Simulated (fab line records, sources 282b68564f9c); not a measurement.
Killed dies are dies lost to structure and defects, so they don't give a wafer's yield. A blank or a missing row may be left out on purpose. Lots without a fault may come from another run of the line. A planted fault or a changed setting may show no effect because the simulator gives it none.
fab line records | flow rit_cmos
record lots=5 wafers=23
route steps=202 shown CONTACT@171 M1@190
start_h: hours from the record's first day to the start of the lot's first wafer shown | wait_h: hours since the lot's step before | " the same as in the row above | L1.1+2: a row that stands for several wafers | - no value, or no start given | * or withheld: withheld | < > ~ a bound
route shown NAME@n: a module of which the file shows steps, and the number in the route of the first | usual: mean/standard deviation of fault-free wafers | same: alike in all rows | chamber/n: place in a boat | sites: the reading at each site | _std_site: their standard deviation | _edge_site: outer sites' mean less inner sites' | radius_mm: how far each site lies from the wafer's centre | mask NAME#n: copy n | behind: the tool/chamber that last shaped the wafer | hold: why the lot was held/for how many hours/how that ended | device: the transistor (n, p or np) that didn't switch | end of line: the same wafers' tests at the end of the route | a step without rows: its recipe alone | killed: dies lost to structure and defects at the first sort, not the wafer's yield | map: a wafer's dies, x killed, . not, _ none there
set.NAME: the setting as run; set.NAME@STEP: as run at that earlier step | model.NAME: the simulator's own value behind a step, which no gauge read
lots whose settings were changed on purpose; a table a step, a row a wafer
## steps
# step RIT_CONTACT_COAT_03
# recipe resist=NOVOLAK spin_rpm=3250 resist_thk_nm=1000
# columns lot.wafer tool chamber start_h wait_h set.resist_thk_nm model.NOVOLAK_of_CONTACT_COAT_03.thk_nm
L079.1 litho_track-03 0 81.13 0.1 1000 997.3
L079.3 " 0 " " 1000 997
L079.4 " 0 " " 1000 996.3
L079.5 " 0 " " 1000 999.5
L079.6 " 0 " " 1000 996.4
L080.1 litho_track-02 0 83.62 0.1 976.3 971.7
L080.2 " 0 " " 1000 995.8
L080.3 " 0 " " 1000 994.1
L080.4 " 0 " " 976.3 973.6
L080.5 " 0 " " 976.3 969.8
L081.1 litho_track-03 0 87.31 0.1 972.1 969.5
L081.2 " 0 " " 972.1 972.8
L081.3 " 0 " " 1000 1001
L081.4 " 0 " " 972.1 969.3
L081.5 " 0 " " 1000 1000
L084.1+4 litho_track-04 0 106.27 0.1 1000 1003
L084.6 " 0 " " 1000 999.3
L085.2 litho_track-02 0 111.28 0.1 1000 1001
L085.3 " 0 " " 1000 998.9
L085.4 " 0 " " 1000 999.8
L085.5 " 0 " " 1000 995.8
L085.6 " 0 " " 1000 1000
# step RIT_CONTACT_DEVELOP_07
# recipe resist=NOVOLAK develop_time_s=120 dev_temp_c=23
# columns lot.wafer tool chamber start_h wait_h set.develop_time_s
L079.1+3+4+5+6 litho_track-02 0 - - 120
L080.1+2+3+4+5 litho_track-04 0 - - 120
L081.1+5 litho_track-03 0 - - 132.2
L081.2+3+4 " 0 " " 120
L084.1+4+6 litho_track-02 0 - - 120
L085.2+5+6 litho_track-02 0 - - 126.4
L085.3+4 " 0 " " 120
# step RIT_CONTACT_HARDBAKE_10
# recipe resist=NOVOLAK temp_c=140 time_s=60
# columns lot.wafer tool chamber start_h wait_h set.resist_thk_nm@CONTACT_COAT_03 model.NOVOLAK_of_CONTACT_COAT_03.thk_nm
L079.1 litho_track-04 0 82.23 0.0 1000 881
L079.3 " 0 " " 1000 880.6
L079.4 " 0 " " 1000 880.1
L079.5 " 0 " " 1000 882.8
L079.6 " 0 " " 1000 880.2
L080.1 litho_track-02 0 84.80 0.1 976.3 858.6
L080.2 " 0 " " 1000 879.7
L080.3 " 0 " " 1000 878.1
L080.4 " 0 " " 976.3 860.2
L080.5 " 0 " " 976.3 856.9
L081.1 litho_track-03 0 88.28 0.0 972.1 856.6
L081.2 " 0 " " 972.1 859.5
L081.3 " 0 " " 1000 884.1
L081.4 " 0 " " 972.1 856.5
L081.5 " 0 " " 1000 883.2
L084.1 litho_track-02 0 107.37 0.2 1000 885.7
L084.4 " 0 " " 1000 886.4
L084.6 " 0 " " 1000 882.7
L085.2 litho_track-02 0 112.51 0.2 1000 884
L085.3 " 0 " " 1000 882.4
L085.4 " 0 " " 1000 883.2
L085.5 " 0 " " 1000 879.6
L085.6 " 0 " " 1000 883.4
# step RIT_CONTACT_ETCH_11
# recipe target_depth_a=4800 over_etch_frac=0.2 stop_on=TiSi2 chemistry=CHF3/CF4/Ar target=SiO2 CHF3_flow_sccm=50 cf4_flow_sccm=10 Ar_flow_sccm=100 O2_flow_sccm=5 pressure_mtorr=100 rf_w=200 time_s=320
# columns lot.wafer tool chamber start_h wait_h set.resist_thk_nm@CONTACT_COAT_03 model.NOVOLAK_of_CONTACT_COAT_03.thk_nm
L079.1 rie_diel-04 3 82.38 0.1 1000 764.6
L079.3 " 1 " " 1000 765.9
L079.4 " 2 " " 1000 764.1
L079.5 " 2 " " 1000 767.4
L079.6 " 1 " " 1000 765.4
L080.1 rie_diel-02 1 84.95 0.1 976.3 746.1
L080.2 " 0 " " 1000 764.9
L080.3 " 2 " " 1000 763.1
L080.4 " 3 " " 976.3 744.5
L080.5 " 3 " " 976.3 741
L081.1 rie_diel-03 0 88.43 0.1 972.1 741.3
L081.2 " 2 " " 972.1 746.7
L081.3 " 3 " " 1000 771.3
L081.4 " 1 " " 972.1 741.4
L081.5 " 2 " " 1000 770.7
L084.1 rie_diel-03 0 107.52 0.1 1000 772.1
L084.4 " 3 " " 1000 772.9
L084.6 " 3 " " 1000 769.4
L085.2 rie_diel-02 2 112.63 0.1 1000 768.5
L085.3 " 3 " " 1000 766.1
L085.4 " 0 " " 1000 768.7
L085.5 " 3 " " 1000 763
L085.6 " 0 " " 1000 768.9
# step RIT_M1_EXPOSE_06
# recipe mask_id=M12 na=0.6 source_shape=conventional sigma_outer=0.5 target_cd_nm=2600 dose_mj=250
# columns lot.wafer tool chamber start_h wait_h mask set.dose_mj
L079.1+5+6 iline_stepper-02 0 84.14 0.1 M12#0 250
L079.3+4 " 0 " " M12#0 238.8
L080.1+2 iline_stepper-01 0 86.87 0.3 M12#0 250
L080.3+4+5 " 0 " " M12#0 266.1
L081.1+2+3 iline_stepper-01 0 90.20 0.1 M12#0 242.5
L081.4+5 " 0 " " M12#0 250
L084.1+4+6 iline_stepper-01 0 109.41 0.2 M12#0 250
L085.2+3+5 iline_stepper-01 0 114.49 0.1 M12#0 250
L085.4+6 " 0 " " M12#0 240.4
# step RIT_M1_PEB_07
# recipe resist=NOVOLAK temp_c=withheld time_s=withheld
# step RIT_M1_DEVELOP_08
# recipe resist=NOVOLAK develop_time_s=68 dev_temp_c=23
# step RIT_M1_CD_MEAS_09
# recipe target_cd_nm=2600
# usual cd_nm=2600.8/2.1
# columns lot.wafer tool chamber start_h wait_h set.dose_mj@M1_EXPOSE_06 cd_nm
L079.1 cd_sem-02 - 84.80 - 250 2600.0
L079.3 " - " " 238.8 2613.6
L079.4 " - " " 238.8 2612.5
L079.5 " - " " 250 2603.1
L079.6 " - " " 250 2601.5
L080.1 cd_sem-02 - 87.30 - 250 2602.1
L080.2 " - " " 250 2604.7
L080.3 " - " " 266.1 2585.4
L080.4 " - " " 266.1 2585.3
L080.5 " - " " 266.1 2584.5
L081.1 cd_sem-02 - 90.63 - 242.5 2608.7
L081.2 " - " " 242.5 2609.6
L081.3 " - " " 242.5 2608.5
L081.4 " - " " 250 2601.3
L081.5 " - " " 250 2600.0
L084.1 cd_sem-01 - 109.84 - 250 2603.1
L084.4 " - " " 250 2603.1
L084.6 " - " " 250 2603.2
L085.2 cd_sem-02 - 114.92 - 250 2598.1
L085.3 " - " " 250 2598.8
L085.4 " - " " 240.4 2607.3
L085.5 " - " " 250 2600.8
L085.6 " - " " 240.4 2609.7
# step RIT_M1_METAL_ETCH_12
# recipe stop_on=SiO2 chemistry=Cl2/BCl3 target=Al time_s=165 over_etch_frac=0.5 pressure_mtorr=100 target_depth_a=6000 rf_w=250 Cl2_flow_sccm=60 bcl3_flow_sccm=50
# columns lot.wafer tool chamber start_h wait_h set.rf_w set.dose_mj@M1_EXPOSE_06 model.M1.cd_nm
L079.1 rie_metal-01 0 85.20 0.2 250 250 2599
L079.3 " 0 " " 250 238.8 2614
L079.4 " 1 " " 250 238.8 2615
L079.5 " 1 " " 250 250 2602
L079.6 " 0 " " 250 250 2600
L080.1 rie_metal-03 1 87.70 0.2 250 250 2604
L080.2 " 0 " " 250 250 2605
L080.3 " 1 " " 250 266.1 2589
L080.4 " 0 " " 250 266.1 2585
L080.5 " 0 " " 250 266.1 2583
L081.1 rie_metal-04 1 91.03 0.2 250 242.5 2607
L081.2 " 0 " " 250 242.5 2610
L081.3 " 0 " " 275.2 242.5 2604
L081.4 " 1 " " 275.2 250 2595
L081.5 " 1 " " 250 250 2598
L084.1 rie_metal-04 1 110.24 0.2 250 250 2603
L084.4 " 0 " " 250 250 2605
L084.6 " 1 " " 250 250 2604
L085.2 rie_metal-01 0 115.31 0.2 250 250 2599
L085.3 " 0 " " 250 250 2598
L085.4+6 " 1,0 " " 250 240.4 2610
L085.5 " 1 " " 250 250 2603
# step RIT_M1_STRIP_13
# recipe chemistry=nmp resist=NOVOLAK temp_c=80 time_s=600 dry=n2_spin
# step RIT_M1_STRIP_14
# recipe chemistry=O2 time_s=173.7 platen_temp_c=withheld power_w=500 pressure_mtorr=4000 o2_flow_sccm=4000
# step RIT_M1_CD_MEAS_90
# recipe target_cd_nm=2600
# usual cd_nm=2601.3/2.5
# columns lot.wafer tool chamber start_h wait_h set.dose_mj@M1_EXPOSE_06 cd_nm
L079.1 cd_sem-01 - 85.71 0.1 250 2599.1
L079.3 " - " " 238.8 2614.0
L079.4 " - " " 238.8 2614.8
L079.5 " - " " 250 2602.5
L079.6 " - " " 250 2599.2
L080.1 cd_sem-02 - 88.25 0.2 250 2603.7
L080.2 " - " " 250 2605.7
L080.3 " - " " 266.1 2589.8
L080.4 " - " " 266.1 2585.2
L080.5 " - " " 266.1 2583.0
L081.1 cd_sem-01 - 91.55 0.1 242.5 2607.2
L081.2 " - " " 242.5 2609.8
L081.3 " - " " 242.5 2604.3
L081.4 " - " " 250 2595.3
L081.5 " - " " 250 2598.4
L084.1 cd_sem-01 - 110.76 0.1 250 2602.7
L084.4 " - " " 250 2605.3
L084.6 " - " " 250 2603.6
L085.2 cd_sem-02 - 115.84 0.1 250 2599.3
L085.3 " - " " 250 2597.7
L085.4 " - " " 240.4 2609.8
L085.5 " - " " 250 2603.2
L085.6 " - " " 240.4 2610.7
## key
split step=RIT_CONTACT_COAT_03 setting=resist_thk_nm stated=1000 by=wafer
response step=RIT_CONTACT_COAT_03 reading=model.NOVOLAK_of_CONTACT_COAT_03.thk_nm change=+10.3 per=1% r=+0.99
response step=RIT_CONTACT_HARDBAKE_10 reading=model.NOVOLAK_of_CONTACT_COAT_03.thk_nm change=+9.04 per=1% r=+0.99
response step=RIT_CONTACT_ETCH_11 reading=model.NOVOLAK_of_CONTACT_COAT_03.thk_nm change=+9.35 per=1% r=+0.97
split step=RIT_CONTACT_DEVELOP_07 setting=develop_time_s stated=120 by=wafer
response none clear
split step=RIT_M1_EXPOSE_06 setting=dose_mj stated=250 by=wafer
response step=RIT_M1_CD_MEAS_09 reading=cd_nm change=-2.7 per=1% r=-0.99
response step=RIT_M1_METAL_ETCH_12 reading=model.M1.cd_nm change=-2.97 per=1% r=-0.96
response step=RIT_M1_CD_MEAS_90 reading=cd_nm change=-2.97 per=1% r=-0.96
split step=RIT_M1_METAL_ETCH_12 setting=rf_w stated=250 by=wafer
response none clear
